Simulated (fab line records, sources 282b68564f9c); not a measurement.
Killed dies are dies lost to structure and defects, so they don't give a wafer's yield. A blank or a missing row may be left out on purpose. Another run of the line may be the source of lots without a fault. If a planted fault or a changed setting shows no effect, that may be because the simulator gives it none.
fab line records	flow rit-cmos
record lots=5	wafers=15	last-day=7
route steps=202 shown NSD@139 PSD@142 SDANNEAL@153 PLDD@159 NLDD@160 SILICIDE@161 CONTACT@168 M1@202
lots that met no fault: taken from a fault-free run of the same line
start-h: the number of hours between the record's first day and the start of the first shown wafer of the lot	wait-h: hours elapsed since this lot's preceding step	" the same as in the row above	L1.1+2: a row that stands for several wafers	- no value, or no start was given	* or withheld: withheld	< > ~ a bound
route shown NAME@n: NAME is a module with steps in the file, n the number in the route of the first one	usual: mean/standard deviation of fault-free wafers	same: alike in all rows	chamber/n: place in a boat	sites: the reading at each site	_std_site: the standard deviation of these	_edge_site: the outer-site mean with the inner-site mean subtracted	radius-mm: for every site, how far away it sits from the centre of the wafer	mask NAME#n: copy n	behind: the last tool/chamber to shape the wafer	hold: what put the lot on hold/how long, in hours/how the hold closed	device: the transistor (n, p or np) that didn't switch	end of line: the same wafers' tests at the end of the route	for a step that has no rows: nothing shown but its recipe	killed: at the first sort, the dies lost to defects and structure; wafer yield is something else	map: a wafer's dies, marking killed ones x, the rest . and places with no die _
set.NAME: setting as actually run; set.NAME@STEP: the setting as run at that earlier step	model.NAME: the simulator's own value behind a step, which no gauge read
lots at selected steps of the route; one table per step, one row per wafer
services: a tool's chamber out of use, with start hour (start-h, from the record's first day; less than 0 if before it), hours out, and reason
## steps
# step RIT_NSD_IMPLANT_08
# recipe species=P	energy-kev=25	dose-cm2=1.023e+15	tilt-deg=7
# step RIT_NSD_STRIP_09
# recipe chemistry=O2	time-s=180	resist=NOVOLAK	platen-temp-c=withheld	power-w=500	pressure-mtorr=4000	o2-flow-sccm=4000
# step RIT_NSD_TW_MEAS_10
# usual NSD_TW=3132/27
lot.wafer	tool	chamber	start-h	wait-h	NSD_TW
L680.1	film-metro-04	-	60.20	0.1	3166
L680.3	"	-	"	"	3167
L680.5	"	-	"	"	3195
L686.2	film-metro-04	-	93.39	0.1	3169
L686.4	"	-	"	"	3180
L686.6	"	-	"	"	3186
L692.1	film-metro-01	-	122.27	0.1	3118
L692.2	"	-	"	"	3106
L692.6	"	-	"	"	3099
L694.1	film-metro-01	-	132.27	0.1	3126
L694.2	"	-	"	"	3102
L694.6	"	-	"	"	3103
L701.1	film-metro-02	-	165.15	0.1	3165
L701.4	"	-	"	"	3153
L701.6	"	-	"	"	3149
# step RIT_PSD_HMDS_00
# recipe prime-time-s=60	prime-temp-c=140
# step RIT_PSD_COAT_01
# recipe resist=NOVOLAK	spin-rpm=3250	resist-thk-nm=1000
# step RIT_PSD_SOFTBAKE_02
# recipe resist=NOVOLAK	temp-c=90	time-s=60
# step RIT_PSD_EXPOSE_03
# recipe mask-id=M10	na=0.57	target-cd-nm=40900	dose-mj=250
# step RIT_PSD_PEB_04
# recipe resist=NOVOLAK	temp-c=withheld	time-s=withheld
# step RIT_PSD_DEVELOP_05
# recipe resist=NOVOLAK	develop-time-s=50	dev-temp-c=23
# step RIT_PSD_OVL_MEAS_06
# usual PSD_OVL=-0.7/1.3
lot.wafer	tool	chamber	start-h	wait-h	PSD_OVL[nm]
L680.1	overlay-01	-	61.23	-	1.3
L680.3	"	-	"	"	-0.2
L680.5	"	-	"	"	-2.5
L686.2	overlay-02	-	94.43	-	-0.5
L686.4	"	-	"	"	-1.6
L686.6	"	-	"	"	-1.3
L692.1	overlay-01	-	123.48	-	-0.5
L692.2	"	-	"	"	-0.4
L692.6	"	-	"	"	-0.1
L694.1	overlay-02	-	133.18	-	-0.9
L694.2	"	-	"	"	0.2
L694.6	"	-	"	"	-1.3
L701.1	overlay-02	-	166.06	-	-1.1
L701.4	"	-	"	"	-1.8
L701.6	"	-	"	"	-0.3
# step RIT_PSD_HARDBAKE_07
# recipe resist=NOVOLAK	temp-c=140	time-s=60
# step RIT_PSD_IMPLANT_08
# recipe species=BF2	energy-kev=27	dose-cm2=5e+15	tilt-deg=7
# step RIT_PSD_STRIP_09
# recipe chemistry=O2	time-s=180	resist=NOVOLAK	platen-temp-c=withheld	power-w=500	pressure-mtorr=4000	o2-flow-sccm=4000
# usual drypump-motor-current-A=5.8/0.63
lot.wafer	tool	chamber	start-h	wait-h	drypump-motor-current-A	rf-hours-counter-h
L680.1	plasma-asher-03	1	61.57	0.1	5.6	44
L680.3	"	0	"	"	5.5	-
L680.5	"	0	"	"	5.5	-
L686.2	plasma-asher-03	0	94.76	0.1	5.5	47
L686.4	"	0	"	"	5.5	-
L686.6	"	1	"	"	5.6	-
L692.1	plasma-asher-04	0	123.81	0.1	4.8	35
L692.2	"	1	"	"	5.6	35
L692.6	"	1	"	"	5.6	-
L694.1	plasma-asher-04	0	133.52	0.1	4.8	36
L694.2	"	1	"	"	5.6	36
L694.6	"	0	"	"	4.8	-
L701.1	plasma-asher-04	1	166.39	0.1	5.6	39
L701.4	"	0	"	"	4.8	-
L701.6	"	0	"	"	4.8	-
# step RIT_PSD_TW_MEAS_10
# usual PSD_TW=3423/30
lot.wafer	tool	chamber	start-h	wait-h	PSD_TW
L680.1	film-metro-01	-	61.74	0.1	3381
L680.3	"	-	"	"	3396
L680.5	"	-	"	"	3378
L686.2	film-metro-01	-	94.94	0.1	3407
L686.4	"	-	"	"	3403
L686.6	"	-	"	"	3408
L692.1	film-metro-04	-	123.99	0.1	3460
L692.2	"	-	"	"	3433
L692.6	"	-	"	"	3450
L694.1	film-metro-04	-	133.69	0.1	3461
L694.2	"	-	"	"	3435
L694.6	"	-	"	"	3436
L701.1	film-metro-04	-	166.57	0.1	3472
L701.4	"	-	"	"	3477
L701.6	"	-	"	"	3473
# step RIT_SDANNEAL_CLEAN_00
# recipe chemistry=SC1	mix=3:3:50	time-s=600	temp-c=75
# step RIT_SDANNEAL_CLEAN_01
# recipe chemistry=dHF	dilution=50:1	time-s=30
# step RIT_SDANNEAL_CLEAN_02
# recipe chemistry=SC2	mix=3:3:50	time-s=600	temp-c=75	dry=n2-spin
# step RIT_SDANNEAL_RTA_03
# recipe temp-c=1050	time-s=5	idle-temp-c=600	ramp-up-c-per-s=342	ramp-down-c-per-s=171	cool-to-c=600	ambient=N2
# usual wafer_temp_C_max=1053.3/1.1
lot.wafer	tool	chamber	start-h	wait-h	wafer_temp_C_max
L680.1	rtp-anneal-01	0	62.17	0.0	1055.0
L680.3	"	0	"	"	1054.0
L680.5	"	0	"	"	1054.3
L686.2	rtp-anneal-01	0	95.37	0.0	1052.6
L686.4	"	0	"	"	1055.1
L686.6	"	0	"	"	1053.2
L692.1	rtp-anneal-01	0	124.41	0.0	1053.2
L692.2	"	0	"	"	1052.6
L692.6	"	0	"	"	1056.2
L694.1	rtp-anneal-01	0	134.47	0.0	1054.5
L694.2	"	0	"	"	1053.2
L694.6	"	0	"	"	1053.1
L701.1	rtp-anneal-02	0	167.00	0.0	1052.6
L701.4	"	0	"	"	1053.5
L701.6	"	0	"	"	1053.5
# step RIT_SDANNEAL_RS_MEAS_04
# recipe thk-meas-gauge=four-point-probe
# usual PSD_RS=115.94/0.26
lot.wafer	tool	chamber	start-h	wait-h	PSD_RS[ohm/sq]
L680.1	film-metro-04	-	62.23	0.0	115.98
L680.3	"	-	"	"	115.93
L680.5	"	-	"	"	115.62
L686.2	film-metro-01	-	95.44	0.1	115.54
L686.4	"	-	"	"	115.82
L686.6	"	-	"	"	115.47
L692.1	film-metro-02	-	124.47	0.0	115.91
L692.2	"	-	"	"	115.81
L692.6	"	-	"	"	116.39
L694.1	film-metro-02	-	134.53	0.0	116.29
L694.2	"	-	"	"	116.15
L694.6	"	-	"	"	115.92
L701.1	film-metro-02	-	167.05	0.0	116.04
L701.4	"	-	"	"	116.01
L701.6	"	-	"	"	116.17
# step RIT_SDANNEAL_RS_MEAS_05
# recipe thk-meas-gauge=four-point-probe
# usual NSD_RS=83.06/0.22
lot.wafer	tool	chamber	start-h	wait-h	NSD_RS[ohm/sq]
L680.1	film-metro-04	-	62.35	0.1	83.19
L680.3	"	-	"	"	83.20
L680.5	"	-	"	"	83.04
L686.2	film-metro-01	-	95.56	0.1	83.05
L686.4	"	-	"	"	82.79
L686.6	"	-	"	"	82.95
L692.1	film-metro-02	-	124.59	0.1	83.52
L692.2	"	-	"	"	83.09
L692.6	"	-	"	"	83.28
L694.1	film-metro-02	-	134.65	0.1	82.87
L694.2	"	-	"	"	82.98
L694.6	"	-	"	"	82.94
L701.1	film-metro-02	-	167.17	0.1	82.78
L701.4	"	-	"	"	82.88
L701.6	"	-	"	"	82.82
# step RIT_SDANNEAL_RS_MEAS_06
# recipe thk-meas-gauge=four-point-probe
# usual PLDD_RS=178.6/0.51
lot.wafer	tool	chamber	start-h	wait-h	PLDD_RS[ohm/sq]
L680.1	film-metro-04	-	62.47	0.1	178.8
L680.3	"	-	"	"	178.4
L680.5	"	-	"	"	177.9
L686.2	film-metro-01	-	95.68	0.1	179.1
L686.4	"	-	"	"	178.8
L686.6	"	-	"	"	178.7
L692.1	film-metro-02	-	124.71	0.1	178.5
L692.2	"	-	"	"	178.7
L692.6	"	-	"	"	178.4
L694.1	film-metro-02	-	134.77	0.1	178.4
L694.2	"	-	"	"	178.8
L694.6	"	-	"	"	177.9
L701.1	film-metro-02	-	167.29	0.1	178.9
L701.4	"	-	"	"	178.5
L701.6	"	-	"	"	178.3
# step RIT_SDANNEAL_RS_MEAS_07
# recipe thk-meas-gauge=four-point-probe
# usual NLDD_RS=154.4/0.49
lot.wafer	tool	chamber	start-h	wait-h	NLDD_RS[ohm/sq]
L680.1	film-metro-04	-	62.59	0.1	154.9
L680.3	"	-	"	"	154.8
L680.5	"	-	"	"	155.2
L686.2	film-metro-01	-	95.80	0.1	153.6
L686.4	"	-	"	"	153.6
L686.6	"	-	"	"	154.0
L692.1	film-metro-02	-	124.83	0.1	154.2
L692.2	"	-	"	"	154.9
L692.6	"	-	"	"	154.3
L694.1	film-metro-02	-	134.89	0.1	153.7
L694.2	"	-	"	"	153.8
L694.6	"	-	"	"	153.6
L701.1	film-metro-02	-	167.41	0.1	154.7
L701.4	"	-	"	"	154.2
L701.6	"	-	"	"	154.9
# step RIT_SILICIDE_WET_ETCH_00
# recipe chemistry=BOE	target=SiO2	target-depth-nm=14	time-s=15	dry=n2-spin	dilution=10:1	temp-c=21.5
# step RIT_SILICIDE_SPUTTER_01
# recipe material=Ti	target-thk-nm=30	power-w=344.4	chamber-pressure-pa=0.667	gas=Ar	time-s=240	substrate-temp-c=25
# usual throttle-valve-pct=30.3/2
lot.wafer	tool	chamber	start-h	wait-h	throttle-valve-pct
L680.1	pvd-sputter-01	-	62.72	0.0	31.6
L680.3	"	-	"	"	31.2
L680.5	"	-	"	"	31.0
L686.2	pvd-sputter-01	-	95.91	0.0	34.1
L686.4	"	-	"	"	30.8
L686.6	"	-	"	"	34.3
L692.1	pvd-sputter-01	-	124.97	0.0	34.0
L692.2	"	-	"	"	31.3
L692.6	"	-	"	"	31.5
L694.1	pvd-sputter-01	-	135.02	0.0	29.0
L694.2	"	-	"	"	30.7
L694.6	"	-	"	"	31.1
L701.1	pvd-sputter-01	-	167.55	0.0	31.6
L701.4	"	-	"	"	30.8
L701.6	"	-	"	"	31.7
# step RIT_SILICIDE_RS_MEAS_02
# recipe thk-meas-gauge=four-point-probe	reads=Ti_of_SILICIDE_SPUTTER_01
# usual SILICIDE_TI_RS=48.8/0.91
lot.wafer	tool	chamber	start-h	wait-h	SILICIDE_TI_RS[ohm/sq]
L680.1	film-metro-03	-	62.87	0.1	51.0
L680.3	"	-	"	"	49.5
L680.5	"	-	"	"	49.4
L686.2	film-metro-02	-	96.08	0.1	47.4
L686.4	"	-	"	"	47.6
L686.6	"	-	"	"	47.5
L692.1	film-metro-03	-	125.12	0.1	49.1
L692.2	"	-	"	"	49.5
L692.6	"	-	"	"	50.4
L694.1	film-metro-03	-	135.17	0.1	49.7
L694.2	"	-	"	"	48.8
L694.6	"	-	"	"	48.6
L701.1	film-metro-03	-	167.70	0.1	49.8
L701.4	"	-	"	"	50.6
L701.6	"	-	"	"	50.4
# step RIT_SILICIDE_THK_MEAS_03
# recipe thk-meas-gauge=xrf	reads=Ti_of_SILICIDE_SPUTTER_01
# usual SILICIDE_TI_THK=29.7/0.45
lot.wafer	tool	chamber	start-h	wait-h	SILICIDE_TI_THK[nm]
L680.1	film-metro-03	-	62.99	0.1	28.7
L680.3	"	-	"	"	29.3
L680.5	"	-	"	"	29.6
L686.2	film-metro-02	-	96.19	0.1	30.1
L686.4	"	-	"	"	30.1
L686.6	"	-	"	"	30.0
L692.1	film-metro-03	-	125.24	0.1	29.5
L692.2	"	-	"	"	29.6
L692.6	"	-	"	"	29.1
L694.1	film-metro-03	-	135.29	0.1	29.4
L694.2	"	-	"	"	29.7
L694.6	"	-	"	"	29.9
L701.1	film-metro-03	-	167.82	0.1	29.3
L701.4	"	-	"	"	28.8
L701.6	"	-	"	"	29.1
# step RIT_SILICIDE_RTA_04
# recipe temp-c=650	time-s=10	idle-temp-c=25	ramp-up-s=5	ramp-down-s=5	cool-to-c=25	ambient=N2
# step RIT_SILICIDE_WET_ETCH_05
# recipe chemistry=SPM	target=Ti	temp-c=90	time-s=120	dry=n2-spin
# step RIT_SILICIDE_RTA_06
# recipe temp-c=750	time-s=10	idle-temp-c=25	ramp-up-s=5	ramp-down-s=10	cool-to-c=25	ambient=N2
# usual wafer_temp_C_max=752.4/0.61
lot.wafer	tool	chamber	start-h	wait-h	wafer_temp_C_max
L680.1	rtp-anneal-01	0	63.16	0.0	752.7
L680.3	"	0	"	"	752.1
L680.5	"	0	"	"	752.0
L686.2	rtp-anneal-01	0	96.36	0.0	752.4
L686.4	"	0	"	"	752.2
L686.6	"	0	"	"	752.3
L692.1	rtp-anneal-01	0	125.41	0.0	751.3
L692.2	"	0	"	"	752.2
L692.6	"	0	"	"	751.6
L694.1	rtp-anneal-01	0	135.46	0.0	752.3
L694.2	"	0	"	"	752.6
L694.6	"	0	"	"	751.4
L701.1	rtp-anneal-02	0	167.99	0.0	753.5
L701.4	"	0	"	"	752.9
L701.6	"	0	"	"	751.7
# step RIT_CONTACT_CVD_00
# recipe material=SiO2	target-thk-nm=400	precursor=TEOS	temp-c=390	time-s=61	rf-w=400
# usual heater-power-w=312/45
lot.wafer	tool	chamber	start-h	wait-h	heater-power-w
L680.1	pecvd-01	0	63.23	0.1	271
L680.3	"	2	"	"	291
L680.5	"	1	"	"	298
L686.2	pecvd-01	2	96.41	0.0	282
L686.4	"	2	"	"	301
L686.6	"	0	"	"	200
L692.1	pecvd-01	2	125.48	0.1	290
L692.2	"	0	"	"	249
L692.6	"	0	"	"	260
L694.1	pecvd-02	2	135.52	0.1	258
L694.2	"	0	"	"	376
L694.6	"	0	"	"	390
L701.1	pecvd-01	1	168.05	0.1	278
L701.4	"	1	"	"	296
L701.6	"	0	"	"	226
# step RIT_CONTACT_THK_MEAS_01
# recipe reads=SiO2_of_CONTACT_CVD_00
# usual CONTACT_TEOS_THK=400/5.5
lot.wafer	tool	chamber	start-h	wait-h	CONTACT_TEOS_THK[nm]
L680.1	film-metro-03	-	63.28	0.0	393
L680.3	"	-	"	"	387
L680.5	"	-	"	"	389
L686.2	film-metro-03	-	96.47	0.0	389
L686.4	"	-	"	"	397
L686.6	"	-	"	"	396
L692.1	film-metro-04	-	125.53	0.0	387
L692.2	"	-	"	"	401
L692.6	"	-	"	"	404
L694.1	film-metro-04	-	135.57	0.0	397
L694.2	"	-	"	"	396
L694.6	"	-	"	"	405
L701.1	film-metro-01	-	168.10	0.0	401
L701.4	"	-	"	"	408
L701.6	"	-	"	"	413
# step RIT_CONTACT_HMDS_02
# recipe prime-time-s=60	prime-temp-c=140
# step RIT_CONTACT_COAT_03
# recipe resist=NOVOLAK	spin-rpm=3250	resist-thk-nm=1000
# step RIT_CONTACT_SOFTBAKE_04
# recipe resist=NOVOLAK	temp-c=90	time-s=60
# step RIT_CONTACT_EXPOSE_05
# recipe mask-id=M11	na=0.6	source-shape=conventional	sigma-outer=0.5	target-cd-nm=1000	dose-mj=250
# step RIT_CONTACT_PEB_06
# recipe resist=NOVOLAK	temp-c=withheld	time-s=withheld
# step RIT_CONTACT_DEVELOP_07
# recipe resist=NOVOLAK	develop-time-s=120	dev-temp-c=23.7
# step RIT_CONTACT_CD_MEAS_08
# recipe target-cd-nm=1000
# usual cd-nm=999.8/2.3
lot.wafer	tool	chamber	start-h	wait-h	cd-nm
L680.1	cd-sem-01	-	64.31	-	1004.5
L680.3	"	-	"	"	1005.6
L680.5	"	-	"	"	1005.1
L686.2	cd-sem-01	-	97.51	-	1000.2
L686.4	"	-	"	"	996.8
L686.6	"	-	"	"	999.2
L692.1	cd-sem-01	-	126.67	-	999.7
L692.2	"	-	"	"	996.7
L692.6	"	-	"	"	997.6
L694.1	cd-sem-01	-	136.73	-	998.9
L694.2	"	-	"	"	1000.0
L694.6	"	-	"	"	998.4
L701.1	cd-sem-02	-	169.25	-	998.6
L701.4	"	-	"	"	997.5
L701.6	"	-	"	"	996.9
# step RIT_CONTACT_OVL_MEAS_09
# usual CONTACT_OVL=-0.1/1.4
lot.wafer	tool	chamber	start-h	wait-h	CONTACT_OVL[nm]
L680.1	overlay-01	-	64.43	0.1	0.7
L680.3	"	-	"	"	2.5
L680.5	"	-	"	"	-0.4
L686.2	overlay-02	-	97.62	0.1	-1.7
L686.4	"	-	"	"	-0.5
L686.6	"	-	"	"	-1.2
L692.1	overlay-02	-	126.79	0.1	0.9
L692.2	"	-	"	"	-1.3
L692.6	"	-	"	"	-1.2
L694.1	overlay-01	-	136.85	0.1	0.8
L694.2	"	-	"	"	1.7
L694.6	"	-	"	"	2.4
L701.1	overlay-02	-	169.37	0.1	-1.9
L701.4	"	-	"	"	-0.1
L701.6	"	-	"	"	0.1
# step RIT_CONTACT_HARDBAKE_10
# recipe resist=NOVOLAK	temp-c=140	time-s=60
# step RIT_CONTACT_ETCH_11
# recipe target-depth-a=4800	over-etch-frac=0.2	stop-on=TiSi2	chemistry=CHF3/CF4/Ar	target=SiO2	CHF3_flow_sccm=50	cf4-flow-sccm=10	Ar_flow_sccm=100	O2_flow_sccm=5	pressure-mtorr=100	rf-w=200	time-s=320
# step RIT_CONTACT_STRIP_12
# recipe chemistry=O2	time-s=180	resist=NOVOLAK	platen-temp-c=withheld	power-w=500	pressure-mtorr=4000	o2-flow-sccm=4000
# usual drypump-motor-current-A=5.6/0.59
lot.wafer	tool	chamber	start-h	wait-h	drypump-motor-current-A	rf-hours-counter-h
L680.1	plasma-asher-04	0	64.81	0.1	4.8	28
L680.3	"	1	"	"	5.6	-
L680.5	"	0	"	"	4.8	-
L686.2	plasma-asher-02	1	98.06	0.1	6.0	44
L686.4	"	0	"	"	6.8	-
L686.6	"	0	"	"	6.8	-
L692.1	plasma-asher-01	0	127.17	0.1	6.0	1
L692.2	"	1	"	"	5.6	1
L692.6	"	1	"	"	5.6	-
L694.1	plasma-asher-02	1	137.23	0.1	6.1	49
L694.2	"	0	"	"	6.8	49
L694.6	"	1	"	"	6.1	-
L701.1	plasma-asher-04	1	169.76	0.1	5.6	39
L701.4	"	1	"	"	5.6	-
L701.6	"	0	"	"	4.8	-
# step RIT_M1_PROBE_99
# usual killed-at-front-end=6.9/2.8	killed-dies=7.0/2.8	killed-open=3.4/2	killed-short=3.5/2.1
# same gross-dies=264	killed_at_M0_to_M3=0	killed_at_M4_up=0	killed-at-back-side=0	killed-at-contacts=0	killed-at-other=0
lot.wafer	tool	chamber	start-h	wait-h	killed-at-front-end	killed-dies	killed-open	killed-short
L686.2	prober-01	-	102.78	0.1	36	36	5	3
L686.4	prober-01	-	102.88	0.2	33	33	3	2
L692.1	prober-01	-	131.95	0.1	6	6	3	3
L692.2	prober-01	-	132.00	0.1	8	8	3	5
L692.6	prober-01	-	132.20	0.2	9	9	5	4
# killed by level:class
L686.2 PSD:unspecified=28 GATE:geometric-particle:open=2 FOX1:geometric-particle:open=1 FOX1:geometric-particle:short=1 GATE:geometric-particle:short=1 SPACER:geometric-particle:open=1 SILICIDE:geometric-particle:open=1 SILICIDE:geometric-particle:short=1
L686.4 PSD:unspecified=28 FOX1:geometric-particle:open=1 FOX2:geometric-particle:open=1 GATE:geometric-particle:short=1 REOX:geometric-particle:short=1 SILICIDE:geometric-particle:open=1
L692.1 GATE:geometric-particle:short=2 SILICIDE:geometric-particle:open=2 FOX1:geometric-particle:short=1 REOX:geometric-particle:open=1
L692.2 GATE:geometric-particle:short=3 FOX1:geometric-particle:short=1 GATE:geometric-particle:open=1 REOX:geometric-particle:open=1 SILICIDE:geometric-particle:short=1 SILICIDE:geometric-particle:open=1
L692.6 GATE:geometric-particle:short=3 GATE:geometric-particle:open=3 FOX1:geometric-particle:open=1 FOX1:geometric-particle:short=1 REOX:geometric-particle:open=1
# map L686.2 (x killed, . not)
________...x..._______
_____.............____
____...............___
___........x........__
__..................._
__.....x............._
_..............x.x....
_......xx.............
_......xxx............
_......xxxx...........
__....xxxxx.........._
__..x.xxxxxxx........_
___..xxxxxxx........__
____...x.x.........___
_____.............____
________......._______
# map L680.5 (x killed, . not)
________.....x._______
_____.............____
____...............___
___.................__
__..........x.x......_
__......x..x......x.._
_.....................
_.........x...........
_............x........
_.....................
__.x................._
__................x.._
___.................__
____...............___
_____.............____
________..x...._______
## services
tool	chamber	start-h	hours	kind
pvd-sputter-01	-	51.10	8.6	repair
pecvd-01	-	51.26	2.5	repair
rtp-anneal-02	-	61.47	5.5	pm
plasma-asher-03	-	62.49	0.7	repair
pvd-sputter-01	-	82.07	3.4	repair
plasma-asher-04	-	93.69	0.4	repair
plasma-asher-04	-	105.16	2.2	repair
plasma-asher-01	-	108.75	9.0	pm
plasma-asher-01	0	108.75	9.0	vent-cycle
plasma-asher-01	1	108.75	9.0	vent-cycle
rtp-anneal-01	-	112.33	4.4	pm
plasma-asher-01	0	117.75	-	clean
plasma-asher-01	1	117.75	-	clean
pecvd-02	0	120.30	10.8	repair
plasma-asher-02	-	123.99	3.4	repair
plasma-asher-02	-	144.26	7.2	repair
pecvd-02	-	155.22	2.0	repair
pecvd-01	2	160.34	-	calibration
plasma-asher-04	-	162.57	3.1	repair
## key
first-sign step=RIT_M1_PROBE_99	reading=killed-at-front-end	direction=up	sigmas=9.9	usual=6.9	struck=34.5
effect step=RIT_M1_PROBE_99	reading=killed-dies	direction=up	sigmas=9.7	usual=7.0	struck=34.5
met-at RIT_PSD_STRIP_09
struck-wafers L686.2,L686.4
tester-left-out L686
onset-between 61.57 94.76
fault kind=chamber-particle-source	tool=plasma-asher-03	chamber=0	onset-h=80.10	steps=RIT_PSD_STRIP_09	rate-per-visit-cm2=0.61128	end-h=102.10
# tester-left-out: of these lots the tester's yield and bins aren't shown, on N5 and GAA mostly nor the transistor test; their killed dies are dies lost to structure and defects alone, not to doping, threshold or leakage, so they don't give the yield
